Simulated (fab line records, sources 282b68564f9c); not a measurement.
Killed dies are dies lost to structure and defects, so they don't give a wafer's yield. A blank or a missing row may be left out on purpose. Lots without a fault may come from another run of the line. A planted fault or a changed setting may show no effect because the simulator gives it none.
A struck lot beside a sound one | flow rit_cmos | 43 steps out of a route of 202
Sound: wafers L502.1, L502.2, L502.6. Struck: wafers L511.2, L511.3, L511.5. The cause comes at the end.
At each step with rows: each side's tool, then ch and its chambers, then its first start. Under that, the readings that differ: sound wafers | struck wafers | difference of the means | sigmas: that difference in standard deviations of wafers without a fault.
alike: readings whose means differ by less than 2 such deviations, and words and numbers that are the same on both sides. not compared: withheld readings, readings that some wafer has no value for, bounds like >300 that may hide the same value, and numbers for which the record gives no deviation and whose values overlap.
The two part at a step that has a row with sigmas, a row that says differs or no value, or rows on one side only. Numbers that don't overlap but have no deviation are shown without sigmas and don't part them. A reading that every wafer of one side lacks parts them only if that side has two wafers or more.

first, 2 steps without rows for these wafers: RIT_FOX2_CLEAN_02 (cleans in dHF, time 180 s); RIT_FOX2_WET_ETCH_03 (etches Si3N4 in H3PO4, target depth 195 nm, time 2700 s).
RIT_FOX2_THK_MEAS_90:
  sound on film_metro-02, day 2 01:47; struck on film_metro-02, day 4 01:58
  alike: FIELD_OXIDE_LEFT_1_THK
then, 6 steps without rows for these wafers: RIT_NWELL_HMDS_00 (prime time 60 s); RIT_NWELL_COAT_01 (resist thk 1300 nm); RIT_NWELL_SOFTBAKE_02 (time 60 s); RIT_NWELL_EXPOSE_03 (exposes mask M2, target cd 43900 nm); RIT_NWELL_PEB_04; RIT_NWELL_DEVELOP_05 (develop time 68 s).
RIT_NWELL_OVL_MEAS_06:
  sound on overlay-02, day 2 02:44; struck on overlay-01, day 4 02:54
  alike: NWELL_OVL
then, 2 steps without rows for these wafers: RIT_NWELL_HARDBAKE_07 (time 120 s); RIT_NWELL_IMPLANT_08.
RIT_NWELL_STRIP_09: strips in O2, time 180 s.
  sound on plasma_asher-03 ch 0,1, day 2 03:10; struck on plasma_asher-01 ch 0,1, day 4 03:20
  no value came back on the struck wafers for chamber_pressure_mTorr (mTorr), drypump_motor_current_A (A); on the sound wafers chamber_pressure_mTorr (mTorr) reads 3994 4003 4001
  reading                                    | sound | struck         | difference | sigmas
  model.NOVOLAK_of_NWELL_COAT_01.thk_nm (nm) | 0 0 0 | 1136 1137 1137 | +1137      |
  not compared: rf_hours_counter_h
RIT_NWELL_TW_MEAS_10:
  sound on film_metro-03, day 2 03:20; struck on film_metro-01, day 4 03:31
  alike: NWELL_TW
then, 2 steps without rows for these wafers: RIT_PWELL_HMDS_00 (prime time 60 s); RIT_PWELL_COAT_01 (resist thk 1300 nm).
RIT_PWELL_SOFTBAKE_02: time 61.06 s.
  sound on litho_track-03 ch 0, day 2 03:42; struck on litho_track-02 ch 0, day 4 04:02
  alike: plate_sensor_t_centre_C, plate_sensor_t_edge_C
then, 3 steps without rows for these wafers: RIT_PWELL_EXPOSE_03 (exposes mask M3, target cd 43700 nm); RIT_PWELL_PEB_04; RIT_PWELL_DEVELOP_05 (develop time 68 s).
RIT_PWELL_OVL_MEAS_06:
  sound on overlay-02, day 2 04:17; struck on overlay-02, day 4 04:47
  alike: PWELL_OVL
then, 2 steps without rows for these wafers: RIT_PWELL_HARDBAKE_07 (time 120 s); RIT_PWELL_IMPLANT_08.
RIT_PWELL_STRIP_09: strips in O2, time 180 s.
  sound on plasma_asher-04 ch 0,1, day 2 04:43; struck on plasma_asher-01 ch 0,1, day 4 05:13
  alike: chamber_pressure_mTorr, drypump_motor_current_A
  not compared: rf_hours_counter_h
RIT_PWELL_TW_MEAS_10:
  sound on film_metro-03, day 2 04:53; struck on film_metro-01, day 4 05:25
  reading  | sound       | struck   | difference | sigmas
  PWELL_TW | 957 952 951 | 30 30 30 | -923       | -99 or more
then, 1 step without rows for these wafers: RIT_WELLDRIVE_ANNEAL_00 (time 14700 s).
RIT_WELLDRIVE_RS_MEAS_01: measures by four-point-probe.
  sound on film_metro-01, day 2 10:59; struck on film_metro-01, day 4 10:34
  alike: NWELL_RS
RIT_WELLDRIVE_RS_MEAS_02: measures by four-point-probe.
  sound on film_metro-01, day 2 11:07; struck on film_metro-01, day 4 10:41
  alike: PWELL_RS
then, 6 steps without rows for these wafers: RIT_NRETRO_HMDS_00 (prime time 60 s); RIT_NRETRO_COAT_01 (resist thk 1300 nm); RIT_NRETRO_SOFTBAKE_02 (time 60 s); RIT_NRETRO_EXPOSE_03 (exposes mask M4, target cd 43900 nm); RIT_NRETRO_PEB_04; RIT_NRETRO_DEVELOP_05 (develop time 68 s).
RIT_NRETRO_OVL_MEAS_06:
  sound on overlay-01, day 2 12:14; struck on overlay-01, day 4 11:47
  alike: NRETRO_OVL
then, 2 steps without rows for these wafers: RIT_NRETRO_HARDBAKE_07 (time 120 s); RIT_NRETRO_IMPLANT_08.
RIT_NRETRO_STRIP_09: strips in O2, time 180 s.
  sound on plasma_asher-03 ch 0,1, day 2 12:40; struck on plasma_asher-03 ch 0,1, day 4 12:13
  alike: chamber_pressure_mTorr, drypump_motor_current_A
  not compared: rf_hours_counter_h
RIT_NRETRO_TW_MEAS_10:
  sound on film_metro-02, day 2 12:52; struck on film_metro-02, day 4 12:25
  reading   | sound          | struck   | difference | sigmas
  NRETRO_TW | 1041 1043 1039 | 30 30 30 | -1011      | -99 or more
then, 3 steps without rows for these wafers: RIT_PRETRO_HMDS_00 (prime time 60 s); RIT_PRETRO_COAT_01 (resist thk 1316 nm); RIT_PRETRO_SOFTBAKE_02 (time 60 s).
RIT_PRETRO_TW_MEAS_10:
  sound on film_metro-03, day 2 14:31; struck on film_metro-01, day 4 14:05
  reading   | sound             | struck         | difference | sigmas
  PRETRO_TW | 474.4 475.6 473.8 | 29.8 29.7 29.7 | -444.9     | -99 or more

WHERE THEY PART
First at RIT_NWELL_STRIP_09; last, within this record, at RIT_PRETRO_TW_MEAS_10.

WHY: what the simulator had put in
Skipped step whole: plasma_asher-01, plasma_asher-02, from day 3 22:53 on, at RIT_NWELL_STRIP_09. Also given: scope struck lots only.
